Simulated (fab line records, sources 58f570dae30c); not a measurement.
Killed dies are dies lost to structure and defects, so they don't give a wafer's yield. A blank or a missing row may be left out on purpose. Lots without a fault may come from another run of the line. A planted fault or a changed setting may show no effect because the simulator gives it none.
Which tool did it? | flow berkeley_cmos170 | 13 lots, 37 wafers sampled, at 3 steps of a route of 331

WHAT THE GAUGES READ, wafer by wafer
UCB170_V1_OVL_MEAS_13. Usual: V1_OVL -3 nm, standard deviation 5.8.
lot  | measured     | on         | V1_OVL (nm) | flag
L293 | day 8 22:12  | overlay-01 | -5 -14 -14  |
L291 | day 8 20:23  | overlay-01 | -7 -4 1     |
L296 | day 9 03:29  | overlay-01 | -7 -9 -6    |
L294 | day 9 03:13  | overlay-01 | 4 2 -2      |
L295 | day 9 04:29  | overlay-02 | -6 -15 -10  |
L297 | day 9 18:32  | overlay-01 | -4 -9 1     |
L299 | day 10 02:46 | overlay-01 | -4 -9 -9    |
L300 | day 10 03:56 | overlay-02 | -8 -6 -10   |
L301 | day 10 18:47 | overlay-02 | 6 7 1       |
L306 | day 11 17:41 | overlay-02 | -4 5 3      |
L308 | day 11 18:02 | overlay-02 | -2 -3 1     |
L311 | day 12 21:14 | overlay-02 | -2          |
L314 | day 13 04:05 | overlay-01 | -4 -3 -3    |

UCB170_M2_RS_MEAS_02: measures by four-point-probe. Usual: M2_AL_RS 0.0322 ohm/sq, standard deviation 0.00038.
lot  | measured     | on            | M2_AL_RS (ohm/sq)    | flag
L293 | day 8 22:49  | film_metro-01 | 0.0323 0.0324 0.0322 |
L291 | day 8 20:58  | film_metro-02 | 0.0320 0.0324 0.0328 |
L296 | day 9 04:05  | film_metro-02 | 0.0325 0.0327 0.0321 |
L294 | day 9 03:48  | film_metro-03 | 0.0315 0.0316 0.0322 |
L295 | day 9 05:04  | film_metro-02 | 0.0321 0.0316 0.0320 |
L297 | day 9 19:08  | film_metro-01 | 0.0314 0.0315 0.0320 |
L299 | day 10 03:22 | film_metro-03 | 0.0315 0.0320 0.0316 |
L300 | day 10 04:31 | film_metro-03 | 0.0321 0.0322 0.0323 |
L301 | day 10 19:23 | film_metro-02 | 0.0327 0.0326 0.0329 |
L306 | day 11 18:20 | film_metro-02 | 0.0318 0.0318 0.0318 |
L308 | day 11 18:39 | film_metro-03 | 0.0322 0.0321 0.0321 |
L311 | day 12 21:56 | film_metro-03 | 0.0321               |
L314 | day 13 04:41 | film_metro-03 | 0.0320 0.0325 0.0319 |

WHICH TOOL RAN EACH LOT (tool, then ch and the chambers of the sampled wafers, then the start)
lot  | UCB170_SILICIDE_RTA_04
L293 | rtp_anneal-01 ch 0, day 8 05:01
L291 | rtp_anneal-01 ch 0, day 8 05:29
L296 | rtp_anneal-02 ch 0, day 8 14:56
L294 | rtp_anneal-01 ch 0, day 8 15:16
L295 | rtp_anneal-02 ch 0, day 8 15:37
L297 | rtp_anneal-01 ch 0, day 9 08:19
L299 | rtp_anneal-02 ch 0, day 9 15:37
L300 | rtp_anneal-01 ch 0, day 9 15:46
L301 | rtp_anneal-02 ch 0, day 10 01:38
L306 | rtp_anneal-02 ch 0, day 11 04:02
L308 | rtp_anneal-02 ch 0, day 11 04:31
L311 | rtp_anneal-02 ch 0, day 12 07:07
L314 | rtp_anneal-02 ch 0, day 12 15:45
- UCB170_SILICIDE_RTA_04: time 15 s.

WHAT THE TOOLS THEMSELVES READ (means of the sampled wafers that have a number; where no wafer has one, the mark that the record gives instead)
UCB170_SILICIDE_RTA_04. Usual: lamp_power_pct 10.1 %, standard deviation 0.67; wafer_temp_C_max 652.4, standard deviation 0.64.
lot  | tool          | lamp_power_pct (%) | wafer_temp_C_max | flag
L293 | rtp_anneal-01 | 9.5                | 651.8            |
L291 | rtp_anneal-01 | 9.5                | 652.0            |
L296 | rtp_anneal-02 | 10.8               | 652.4            |
L294 | rtp_anneal-01 | 9.5                | 652.1            |
L295 | rtp_anneal-02 | 10.8               | 652.6            |
L297 | rtp_anneal-01 | 9.5                | 652.0            |
L299 | rtp_anneal-02 | 10.8               | 653.6            |
L300 | rtp_anneal-01 | 9.5                | 652.4            |
L301 | rtp_anneal-02 | 10.8               | 652.8            |
L306 | rtp_anneal-02 | 10.8               | 652.4            |
L308 | rtp_anneal-02 | 10.8               | 653.2            |
L311 | rtp_anneal-02 | 10.8               | 652.9            |
L314 | rtp_anneal-02 | 10.8               | 652.3            |

THE ANSWER, worked out from the rows above alone
Rule: a lot is off if the mean of its wafers that have a number lies more than 3 standard deviations from the usual mean. A lot without any number at a reading at which 4 lots or more have one is off too. The other lots that the step has rows for count as sound. The gauges are gone through in route order, then the tools' own readings, and for those a lot's mean is taken as printed above. The first step at which some lot is off is used, and at that step the reading that is off furthest; a lot without a number counts as furthest.
No lot is off at any reading shown: from this, nothing can be told.

WHAT THE SIMULATOR HAD PUT IN
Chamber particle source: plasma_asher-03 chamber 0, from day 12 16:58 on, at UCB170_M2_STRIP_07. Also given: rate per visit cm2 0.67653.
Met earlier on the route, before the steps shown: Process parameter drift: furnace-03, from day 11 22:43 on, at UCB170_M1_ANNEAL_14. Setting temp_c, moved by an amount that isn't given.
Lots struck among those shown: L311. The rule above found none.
